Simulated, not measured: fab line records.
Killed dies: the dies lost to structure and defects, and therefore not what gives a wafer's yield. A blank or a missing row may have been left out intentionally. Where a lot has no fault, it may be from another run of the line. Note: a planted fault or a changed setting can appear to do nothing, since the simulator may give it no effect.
Split-lot trial || flow berkeley-cmos170 || route with 331 steps; 5 lots, 23 wafers read

== THE SPLIT ITSELF ==
At UCB170_M3_EXPOSE_12 (exposes mask METAL3, target cd 700 nm), the setting dose-mj was moved away from the recipe's 26 on 9 of the 23 wafers read, by -5.5% to +6.2%. All remaining wafers had this setting at the recipe value.

== FROM THE SPLIT TO THE READING: what the file shows between them, 6 steps ==
- UCB170_M3_PEB_13
- UCB170_M3_DEVELOP_14: develop time 45 s
- UCB170_M3_CD_MEAS_15: target cd 700 nm
- UCB170_M3_ETCH_17: etches BARC in N2/H2
- UCB170_M3_METAL_ETCH_18: etches Al in Cl2/BCl3, stops on SiO2, target depth 1170 nm, time 195 s (also split here: over-etch-frac)
- UCB170_M3_STRIP_19: strips in O2

== THE READING ==
Shown in nm: cd-nm at UCB170_M3_CD_MEAS_90, with target cd 700 nm. A value of 701 nm with a standard deviation of 3.3 nm is what fault-free wafers of this fab line usually give.

{"wafer": "L074.2", "tool, chamber at the split": "krf-scanner-01, 0", "dose-mj as run": 26, "against the recipe": "recipe", "cd-nm, nm": 698, "against lot-mates on the recipe": "-"}
{"wafer": "L074.3", "tool, chamber at the split": "krf-scanner-01, 0", "dose-mj as run": 26, "against the recipe": "recipe", "cd-nm, nm": 697, "against lot-mates on the recipe": "-"}
{"wafer": "L074.4", "tool, chamber at the split": "krf-scanner-01, 0", "dose-mj as run": 26, "against the recipe": "recipe", "cd-nm, nm": 701, "against lot-mates on the recipe": "-"}
{"wafer": "L077.1", "tool, chamber at the split": "krf-scanner-01, 0", "dose-mj as run": 26, "against the recipe": "recipe", "cd-nm, nm": 699, "against lot-mates on the recipe": "-"}
{"wafer": "L077.2", "tool, chamber at the split": "krf-scanner-01, 0", "dose-mj as run": 25.39, "against the recipe": "-2.3%", "cd-nm, nm": 705, "against lot-mates on the recipe": "+5"}
{"wafer": "L077.3", "tool, chamber at the split": "krf-scanner-01, 0", "dose-mj as run": 26, "against the recipe": "recipe", "cd-nm, nm": 702, "against lot-mates on the recipe": "-"}
{"wafer": "L077.5", "tool, chamber at the split": "krf-scanner-01, 0", "dose-mj as run": 26, "against the recipe": "recipe", "cd-nm, nm": 698, "against lot-mates on the recipe": "-"}
{"wafer": "L077.6", "tool, chamber at the split": "krf-scanner-01, 0", "dose-mj as run": 25.39, "against the recipe": "-2.3%", "cd-nm, nm": 708, "against lot-mates on the recipe": "+8"}
{"wafer": "L079.1", "tool, chamber at the split": "krf-scanner-02, 0", "dose-mj as run": 27.61, "against the recipe": "+6.2%", "cd-nm, nm": 690, "against lot-mates on the recipe": -12}
{"wafer": "L079.2", "tool, chamber at the split": "krf-scanner-02, 0", "dose-mj as run": 27.61, "against the recipe": "+6.2%", "cd-nm, nm": 689, "against lot-mates on the recipe": -13}
{"wafer": "L079.3", "tool, chamber at the split": "krf-scanner-02, 0", "dose-mj as run": 27.61, "against the recipe": "+6.2%", "cd-nm, nm": 690, "against lot-mates on the recipe": -12}
{"wafer": "L079.4", "tool, chamber at the split": "krf-scanner-02, 0", "dose-mj as run": 26, "against the recipe": "recipe", "cd-nm, nm": 699, "against lot-mates on the recipe": "-"}
{"wafer": "L079.5", "tool, chamber at the split": "krf-scanner-02, 0", "dose-mj as run": 26, "against the recipe": "recipe", "cd-nm, nm": 705, "against lot-mates on the recipe": "-"}
{"wafer": "L083.1", "tool, chamber at the split": "krf-scanner-02, 0", "dose-mj as run": 24.57, "against the recipe": "-5.5%", "cd-nm, nm": 715, "against lot-mates on the recipe": "+13"}
{"wafer": "L083.2", "tool, chamber at the split": "krf-scanner-02, 0", "dose-mj as run": 26, "against the recipe": "recipe", "cd-nm, nm": 700, "against lot-mates on the recipe": "-"}
{"wafer": "L083.4", "tool, chamber at the split": "krf-scanner-02, 0", "dose-mj as run": 26, "against the recipe": "recipe", "cd-nm, nm": 703, "against lot-mates on the recipe": "-"}
{"wafer": "L083.5", "tool, chamber at the split": "krf-scanner-02, 0", "dose-mj as run": 24.57, "against the recipe": "-5.5%", "cd-nm, nm": 712, "against lot-mates on the recipe": "+10"}
{"wafer": "L083.6", "tool, chamber at the split": "krf-scanner-02, 0", "dose-mj as run": 26, "against the recipe": "recipe", "cd-nm, nm": 704, "against lot-mates on the recipe": "-"}
{"wafer": "L085.1", "tool, chamber at the split": "krf-scanner-01, 0", "dose-mj as run": 27.36, "against the recipe": "+5.2%", "cd-nm, nm": 689, "against lot-mates on the recipe": -11}
{"wafer": "L085.2", "tool, chamber at the split": "krf-scanner-01, 0", "dose-mj as run": 26, "against the recipe": "recipe", "cd-nm, nm": 700, "against lot-mates on the recipe": "-"}
{"wafer": "L085.3", "tool, chamber at the split": "krf-scanner-01, 0", "dose-mj as run": 26, "against the recipe": "recipe", "cd-nm, nm": 703, "against lot-mates on the recipe": "-"}
{"wafer": "L085.4", "tool, chamber at the split": "krf-scanner-01, 0", "dose-mj as run": 26, "against the recipe": "recipe", "cd-nm, nm": 696, "against lot-mates on the recipe": "-"}
{"wafer": "L085.5", "tool, chamber at the split": "krf-scanner-01, 0", "dose-mj as run": 27.36, "against the recipe": "+5.2%", "cd-nm, nm": 692, "against lot-mates on the recipe": -8}

THE FIT
A straight line over all 23 wafers: cd-nm changes by -2 nm for each +1% of dose-mj; r = -0.94; the points scatter about the line by 2.5 nm.
The same after taking each lot's own level away (the mean of its wafers on the recipe; 23 wafers): -2.01 nm for each +1%; r = -0.95; scatter 2.1 nm.
That fit puts the effect of the largest move of dose-mj on the reading at 12 nm.
From 698.7 to 702.3 nm: that is the span of the lots' own levels, equal to 1.1 times the standard deviation above.
So the lot-to-lot level changes the slope little: the two slopes agree.
Check: with one of the wafers moved furthest among these (+6.2%) left out of the fit, the line predicts -12.1 nm for it against its lot-mates. Against them it came out at -12 nm.

== THESE WAFERS: OTHER SPLITS ==
Other splits were also applied to these wafers ahead of the reading. Each is held against what the fit with the lots' levels taken away leaves over:
{"other split on the same wafers": "UCB170_V1_EXPOSE_09 dose-mj", "wafers away from the commonest value": 7, "r with cd-nm (lot level and that fit taken away)": -0.17}
{"other split on the same wafers": "UCB170_M2_COAT_05 spin-rpm", "wafers away from the commonest value": 7, "r with cd-nm (lot level and that fit taken away)": -0.05}
{"other split on the same wafers": "UCB170_V2_CMP_02 leave-above-ref-nm", "wafers away from the commonest value": 8, "r with cd-nm (lot level and that fit taken away)": -0.12}
{"other split on the same wafers": "UCB170_V2_DEVELOP_11 develop-time-s", "wafers away from the commonest value": 4, "r with cd-nm (lot level and that fit taken away)": -0.16}
{"other split on the same wafers": "UCB170_M3_METAL_ETCH_18 over-etch-frac", "wafers away from the commonest value": 11, "r with cd-nm (lot level and that fit taken away)": -0.09}

== THE WHOLE CHAIN: every reading that the file lists as answering this split, in the file's order ==
{"step": "UCB170_M3_CD_MEAS_15", "what it does": "target cd 700 nm", "reading": "cd-nm", "change (the file's fit)": "-1.77 nm for each +1% of the setting", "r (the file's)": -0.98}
{"step": "UCB170_M3_ETCH_17", "what it does": "etches BARC in N2/H2", "reading": "M3.cd-nm (the simulator's own value, which no gauge read)", "change (the file's fit)": "-1.78 nm for each +1% of the setting", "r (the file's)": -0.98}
{"step": "UCB170_M3_METAL_ETCH_18", "what it does": "etches Al in Cl2/BCl3, stops on SiO2, target depth 1170 nm, time 195 s", "reading": "M3.cd-nm (the simulator's own value, which no gauge read)", "change (the file's fit)": "-1.96 nm for each +1% of the setting", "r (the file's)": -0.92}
{"step": "UCB170_M3_CD_MEAS_90", "what it does": "target cd 700 nm", "reading": "cd-nm", "change (the file's fit)": "-2.01 nm for each +1% of the setting", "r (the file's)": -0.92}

== THE FILE'S OWN FIT ==
cd-nm changes by -2.01 nm for each +1% of dose-mj, r = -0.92.
